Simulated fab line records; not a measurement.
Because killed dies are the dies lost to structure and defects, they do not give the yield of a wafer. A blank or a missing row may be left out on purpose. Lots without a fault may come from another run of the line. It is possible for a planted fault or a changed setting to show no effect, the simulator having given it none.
Which tool did it? | flow berkeley cmos170 | Sampling: 14 lots, 42 wafers, 4 of 331 route steps

== WHAT THE GAUGES SHOWED, per wafer ==
UCB170_V1_THK_MEAS_04.
lot  | measured     | on            | V1_POLISHED_THK (nm)
L569 | day 6 22:28  | film metro-01 | 1000.1 1001.0 999.9
L571 | day 7 11:16  | film metro-03 | 1001.6 1001.8 1000.5
L570 | day 7 11:16  | film metro-04 | 1000.5 1000.2 1000.2
L572 | day 8 00:11  | film metro-03 | 999.6 998.6 1000.6
L574 | day 8 10:25  | film metro-03 | 999.8 1001.7 1000.1
L575 | day 8 10:08  | film metro-01 | 998.8 1001.3 999.9
L576 | day 9 04:09  | film metro-03 | 1001.3 1001.0 1001.3
L577 | day 9 10:44  | film metro-01 | 1000.5 1001.2 1000.9
L578 | day 9 20:34  | film metro-04 | 1001.3 1000.2 1001.6
L580 | day 10 00:11 | film metro-03 | 1000.8 1001.6 1000.2
L585 | day 10 18:47 | film metro-01 | 1000.6 1001.1 1000.3
L587 | day 10 23:56 | film metro-03 | 999.4 999.6 1000.9
L590 | day 11 23:43 | film metro-04 | 1000.3 1002.0 1001.6
L592 | day 12 03:55 | film metro-04 | 1000.9 999.4 999.7

UCB170_M2_CD_MEAS_90: target cd 700 nm.
lot  | measured     | on        | cd nm (nm)
L569 | day 7 03:07  | cd sem-02 | 698 700 698
L571 | day 7 15:35  | cd sem-01 | 707 704 708
L570 | day 7 15:50  | cd sem-01 | 699 705 704
L572 | day 8 04:27  | cd sem-01 | 702 698 700
L574 | day 8 16:11  | cd sem-02 | 701 698 698
L575 | day 8 16:08  | cd sem-01 | 706 703 705
L576 | day 9 09:04  | cd sem-01 | 702 698 700
L577 | day 9 15:37  | cd sem-02 | 705 705 707
L578 | day 10 02:09 | cd sem-02 | 701 699 701
L580 | day 10 07:08 | cd sem-01 | 703 703 702
L585 | day 11 00:15 | cd sem-01 | 699 699 701
L587 | day 11 05:31 | cd sem-02 | 700 699 701
L590 | day 12 03:59 | cd sem-02 | 699 699 697
L592 | day 12 08:28 | cd sem-02 | 700 699 700

== TOOL THAT RAN EACH LOT (tool first, then ch and the chambers of the sampled wafers, then the start) ==
lot  | UCB170_M1_SPUTTER_00         | UCB170_M2_STRIP_07
L569 | pvd sputter-03, day 6 13:37  | plasma asher-04 ch 0,1, day 7 01:07
L571 | pvd sputter-03, day 7 03:16  | plasma asher-01 ch 0,1, day 7 13:50
L570 | pvd sputter-04, day 7 03:52  | plasma asher-03 ch 0,1, day 7 14:07
L572 | pvd sputter-03, day 7 15:32  | plasma asher-04 ch 0,1, day 8 02:44
L574 | pvd sputter-03, day 8 03:14  | plasma asher-04 ch 0,1, day 8 13:11
L575 | pvd sputter-04, day 8 04:25  | plasma asher-03 ch 0,1, day 8 12:51
L576 | pvd sputter-01, day 8 19:39  | plasma asher-03 ch 0, day 9 07:04
L577 | pvd sputter-04, day 9 02:41  | plasma asher-01 ch 0,1, day 9 13:47
L578 | pvd sputter-03, day 9 12:34  | plasma asher-03 ch 0, day 9 23:38
L580 | pvd sputter-01, day 9 19:03  | plasma asher-03 ch 0,1, day 10 05:11
L585 | pvd sputter-01, day 10 11:34 | plasma asher-03 ch 0,1, day 10 21:23
L587 | pvd sputter-04, day 10 19:14 | plasma asher-04 ch 0,1, day 11 03:14
L590 | pvd sputter-03, day 11 17:57 | plasma asher-04 ch 0,1, day 12 02:20
L592 | pvd sputter-03, day 11 21:01 | plasma asher-04 ch 0,1, day 12 06:41
- UCB170_M1_SPUTTER_00: material Al, target thk 600 nm, time 80 s.
- UCB170_M2_STRIP_07: strips in O2.

== WHAT THE TOOLS THEMSELVES READ (means of the sampled wafers that have a number; where no wafer has one, the mark that the record gives instead) ==
UCB170_M1_SPUTTER_00.
lot  | tool           | throttle valve pct (%)
L569 | pvd sputter-03 | 29.7
L571 | pvd sputter-03 | 28.8
L570 | pvd sputter-04 | 29.7
L572 | pvd sputter-03 | 30.6
L574 | pvd sputter-03 | 29.0
L575 | pvd sputter-04 | 30.1
L576 | pvd sputter-01 | 29.5
L577 | pvd sputter-04 | 29.7
L578 | pvd sputter-03 | 30.6
L580 | pvd sputter-01 | 28.8
L585 | pvd sputter-01 | 29.3
L587 | pvd sputter-04 | 30.3
L590 | pvd sputter-03 | 30.2
L592 | pvd sputter-03 | 29.8

UCB170_M2_STRIP_07.
lot  | tool            | drypump motor current A (A) | o2 flow sccm (sccm) | oes product au (a.u.) | strip time to endpoint s (s)
L569 | plasma asher-04 | 6.3                         | 400.7               | 0.737                 | 21.93
L571 | plasma asher-01 | 5.2                         | 400.2               | 0.735                 | 21.86
L570 | plasma asher-03 | 5.3                         | 398.5               | 0.733                 | 21.93
L572 | plasma asher-04 | 6.0                         | 400.4               | 0.736                 | 21.99
L574 | plasma asher-04 | 6.4                         | 400.5               | 0.735                 | 21.92
L575 | plasma asher-03 | 5.3                         | 400.5               | 0.737                 | 21.88
L576 | plasma asher-03 | 6.1                         | 400.2               | 0.738                 | 21.92
L577 | plasma asher-01 | 5.2                         | 399.8               | 0.734                 | 21.97
L578 | plasma asher-03 | 6.1                         | 401.0               | 0.729                 | 21.97
L580 | plasma asher-03 | 5.7                         | 319.6               | 0.719                 | 22.64
L585 | plasma asher-03 | 5.7                         | 320.6               | 0.719                 | 22.70
L587 | plasma asher-04 | 6.4                         | 400.7               | 0.735                 | 21.94
L590 | plasma asher-04 | 6.0                         | 399.5               | 0.736                 | 22.10
L592 | plasma asher-04 | 6.1                         | 398.5               | 0.735                 | 22.01

== THE ANSWER, worked out from the rows above alone ==
Rule: what is usual is taken from the lots themselves. The widest of any qualifying gaps counts: lots, ordered by their means at a reading, are off when they make up no more than a third of the lots, leave a main group of 4 or more, and stand apart from it by 3 or more times the standard deviation of that group's means. The tables above print the reading to a certain number of digits; a main group whose means all agree to those digits is not used. Also off: a lot with no number at a reading for which 4 or more lots have one. Where the step has rows for the other lots, those lots are counted as sound. After the gauges, taken in route order, come the tools' own readings; for these a lot's mean is taken, as printed above. The first step at which some lot is off is used, and at that step the reading that is off furthest; a lot without a number counts as furthest.
Off at UCB170_M2_STRIP_07 (o2 flow sccm): L580, L585. The main group: mean 400.0 sccm, standard deviation 0.79.
A tool fits if, at that step or a process step before it, it ran every lot that is off, and no sound lot after the first of them. Can't be told from this: 2 tools fit, pvd sputter-01 at UCB170_M1_SPUTTER_00, plasma asher-03 at UCB170_M2_STRIP_07.

== WHAT HAD BEEN PUT IN BY THE SIMULATOR ==
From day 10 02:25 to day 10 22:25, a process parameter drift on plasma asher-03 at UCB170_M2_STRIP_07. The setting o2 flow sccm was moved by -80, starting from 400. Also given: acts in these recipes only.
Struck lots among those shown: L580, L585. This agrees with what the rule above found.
